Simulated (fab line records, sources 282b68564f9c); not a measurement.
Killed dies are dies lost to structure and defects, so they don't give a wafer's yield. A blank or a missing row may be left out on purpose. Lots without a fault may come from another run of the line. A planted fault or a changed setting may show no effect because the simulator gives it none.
Which tool did it? | flow rit_cmos | 14 lots, 42 wafers sampled, at 2 steps of a route of 202

WHAT THE GAUGES READ, wafer by wafer
RIT_PSD_TW_MEAS_10. Usual: PSD_TW 3459, standard deviation 20.
lot  | measured    | on            | PSD_TW         | flag
L297 | day 3 12:10 | film_metro-01 | 3446 3452 3459 |
L298 | day 3 17:47 | film_metro-04 | 3456 3478 3467 |
L301 | day 4 06:55 | film_metro-04 | 3494 3495 3487 |
L302 | day 4 17:41 | film_metro-01 | 3483 3465 3473 |
L303 | day 5 01:39 | film_metro-02 | 3451 3458 3427 |
L305 | day 5 06:31 | film_metro-01 | 3495 3486 3503 |
L306 | day 5 13:49 | film_metro-02 | 3433 3428 3427 |
L307 | day 6 01:15 | film_metro-01 | 30 30 30       | OFF
L308 | day 6 07:17 | film_metro-01 | 30 30 30       | OFF
L317 | day 7 22:28 | film_metro-02 | 3450 3430 3420 |
L316 | day 8 01:08 | film_metro-01 | 3433 3447 3446 |
L318 | day 8 01:32 | film_metro-02 | 3440 3432 3444 |
L319 | day 8 03:05 | film_metro-01 | 3423 3441 3440 |
L320 | day 8 06:02 | film_metro-01 | 3442 3436 3462 |

WHICH TOOL RAN EACH LOT (tool, then ch and the chambers of the sampled wafers, then the start)
lot  | RIT_NSD_STRIP_09
L297 | plasma_asher-01 ch 0,1, day 3 10:30
L298 | plasma_asher-01 ch 0, day 3 16:11
L301 | plasma_asher-02 ch 0,1, day 4 05:11
L302 | plasma_asher-03 ch 0,1, day 4 16:01
L303 | plasma_asher-01 ch 0,1, day 5 00:03
L305 | plasma_asher-01 ch 0,1, day 5 04:55
L306 | plasma_asher-01 ch 0,1, day 5 12:01
L307 | plasma_asher-02 ch 0,1, day 5 23:31
L308 | plasma_asher-01 ch 0,1, day 6 05:27
L317 | plasma_asher-02 ch 0,1, day 7 20:47
L316 | plasma_asher-02 ch 0, day 7 23:15
L318 | plasma_asher-03 ch 0,1, day 7 23:35
L319 | plasma_asher-03 ch 0,1, day 8 01:11
L320 | plasma_asher-01 ch 0,1, day 8 04:28
- RIT_NSD_STRIP_09: strips in O2, time 180 s.

WHAT THE TOOLS THEMSELVES READ (means of the sampled wafers that have a number; where no wafer has one, the mark that the record gives instead)
RIT_NSD_STRIP_09. Usual: chamber_pressure_mTorr 4000 mTorr, standard deviation 3.4; drypump_motor_current_A 6.2 A, standard deviation 0.51.
lot  | tool            | chamber_pressure_mTorr (mTorr) | drypump_motor_current_A (A) | flag
L297 | plasma_asher-01 | 4000                           | 6.1                         |
L298 | plasma_asher-01 | 3998                           | 6.8                         |
L301 | plasma_asher-02 | 3997                           | 6.6                         |
L302 | plasma_asher-03 | 3997                           | 5.6                         |
L303 | plasma_asher-01 | 4000                           | 6.4                         |
L305 | plasma_asher-01 | 4001                           | 6.1                         |
L306 | plasma_asher-01 | 3998                           | 6.4                         |
L307 | plasma_asher-02 | -                              | -                           | OFF
L308 | plasma_asher-01 | -                              | -                           | OFF
L317 | plasma_asher-02 | 4000                           | 6.7                         |
L316 | plasma_asher-02 | 4003                           | 6.5                         |
L318 | plasma_asher-03 | 4003                           | 5.8                         |
L319 | plasma_asher-03 | 4000                           | 5.7                         |
L320 | plasma_asher-01 | 4002                           | 6.4                         |

THE ANSWER, worked out from the rows above alone
Rule: a lot is off if the mean of its wafers that have a number lies more than 3 standard deviations from the usual mean. A lot without any number at a reading at which 4 lots or more have one is off too. The other lots that the step has rows for count as sound. The gauges are gone through in route order, then the tools' own readings, and for those a lot's mean is taken as printed above. The first step at which some lot is off is used, and at that step the reading that is off furthest; a lot without a number counts as furthest.
Off: L307, L308, at RIT_PSD_TW_MEAS_10 (PSD_TW).
A tool fits if, at a process step before that reading, it ran every lot that is off, and no sound lot after the first of them. The gauges at RIT_PSD_TW_MEAS_10 aren't tried: what is off there is off at RIT_NSD_STRIP_09 too, on other tools, and a gauge's error can't cause that. None of those tried fits.

WHAT THE SIMULATOR HAD PUT IN
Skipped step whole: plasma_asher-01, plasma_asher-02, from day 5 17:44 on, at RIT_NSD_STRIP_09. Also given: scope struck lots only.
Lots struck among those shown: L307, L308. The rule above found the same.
